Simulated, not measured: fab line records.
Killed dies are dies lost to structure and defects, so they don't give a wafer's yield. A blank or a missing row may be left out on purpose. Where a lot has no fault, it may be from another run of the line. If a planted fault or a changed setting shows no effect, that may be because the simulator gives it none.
Split-lot trial -- flow rit cmos -- route with 202 steps; 5 lots, 23 wafers read

ON THE SPLIT
At RIT_PWELL_COAT_01 (resist thk 1300 nm), the setting spin rpm was moved away from the recipe's 2000 rpm on 5 of the 23 wafers read, by -7.4% to +5.0%. All remaining wafers had this setting at the recipe value.

FROM THE SPLIT TO THE READING: what the file shows between them, 3 steps
- RIT_PWELL_SOFTBAKE_02: time 60 s
- RIT_PWELL_EXPOSE_03: exposes mask M3, target cd 43700 nm
- RIT_PWELL_DEVELOP_05: develop time 68 s

THE READING
NOVOLAK_of_PWELL_COAT_01.thk nm (the simulator's own value, which no gauge read), in nm, at RIT_PWELL_HARDBAKE_07 (time 120 s). No usual value for it is given in the file. Average 1141 nm, standard deviation 2.7 nm, over the 18 wafers here run with the recipe.

wafer,"tool, chamber at the split","spin rpm as run, rpm",against the recipe,"NOVOLAK_of_PWELL_COAT_01.thk nm, nm",against lot-mates on the recipe
L074.1,"litho track-02, 0",2000,recipe,1143,-
L074.2,"litho track-02, 0",2000,recipe,1141,-
L074.3,"litho track-02, 0",2000,recipe,1141,-
L074.4,"litho track-02, 0",2000,recipe,1140,-
L074.5,"litho track-02, 0",2000,recipe,1140,-
L075.1,"litho track-02, 0",2000,recipe,1140,-
L075.2,"litho track-02, 0",2000,recipe,1140,-
L075.3,"litho track-02, 0",2000,recipe,1140,-
L075.4,"litho track-02, 0",2000,recipe,1147,-
L075.5,"litho track-02, 0",2000,recipe,1142,-
L077.1,"litho track-02, 0",1852,-7.4%,1184,+45
L077.2,"litho track-02, 0",2000,recipe,1137,-
L077.4,"litho track-02, 0",1852,-7.4%,1185,+46
L077.5,"litho track-02, 0",2000,recipe,1139,-
L077.6,"litho track-02, 0",2000,recipe,1141,-
L078.1,"litho track-04, 0",2099,+5.0%,1109,-30
L078.2,"litho track-04, 0",2000,recipe,1140,-
L078.3,"litho track-04, 0",2099,+5.0%,1110,-28
L078.4,"litho track-04, 0",2099,+5.0%,1110,-28
L078.5,"litho track-04, 0",2000,recipe,1137,-
L085.4,"litho track-01, 0",2000,recipe,1141,-
L085.5,"litho track-01, 0",2000,recipe,1146,-
L085.6,"litho track-01, 0",2000,recipe,1136,-

FIT RESULTS
A straight line over all 23 wafers: NOVOLAK_of_PWELL_COAT_01.thk nm changes by -6.06 nm for each +1% of spin rpm; r = -0.99; the points scatter about the line by 2.5 nm.
The same after taking each lot's own level away (the mean of its wafers on the recipe; 23 wafers): -6.02 nm for each +1%; r = -0.99; scatter 2.3 nm.
On that fit, the largest move of spin rpm shifts the reading by 45 nm.
The lots' own levels span 1138.5 to 1141.8 nm, that is 1.2 times the standard deviation above.
So the lot-to-lot level changes the slope little: the two slopes agree.
Check: with one of the wafers moved furthest among these (-7.4%) left out of the fit, the line predicts +44.6 nm for it against its lot-mates. Against them it came out at +45 nm.

THE OTHER SPLITS THESE WAFERS WENT THROUGH
Note: prior to the reading, these wafers also went through further splits. Each is held against what the fit with the lots' levels taken away leaves over:
other split on the same wafers,wafers away from the commonest value,r with NOVOLAK_of_PWELL_COAT_01.thk nm (lot level and that fit taken away)
RIT_ACTIVE_OXIDATION_01 temp c,5,-0.05
RIT_ACTIVE_DEVELOP_10 develop time s,7,-0.03
RIT_ACTIVE_ETCH_13 pressure mtorr,15,+0.08
RIT_NWELL_SOFTBAKE_02 temp c,8,-0.01
RIT_NWELL_IMPLANT_08 dose cm2,9,-0.11

THE WHOLE CHAIN: every reading that the file lists as answering this split, in the file's order
step,what it does,reading,change (the file's fit),r (the file's)
RIT_PWELL_COAT_01,resist thk 1300 nm,"NOVOLAK_of_PWELL_COAT_01.thk nm (the simulator's own value, which no gauge read)",-6.99 nm for each +1% of the setting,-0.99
RIT_PWELL_HARDBAKE_07,time 120 s,"NOVOLAK_of_PWELL_COAT_01.thk nm (the simulator's own value, which no gauge read)",-6.02 nm for each +1% of the setting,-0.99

THE FILE'S OWN FIT
NOVOLAK_of_PWELL_COAT_01.thk nm changes by -6.02 nm for each +1% of spin rpm, r = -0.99.
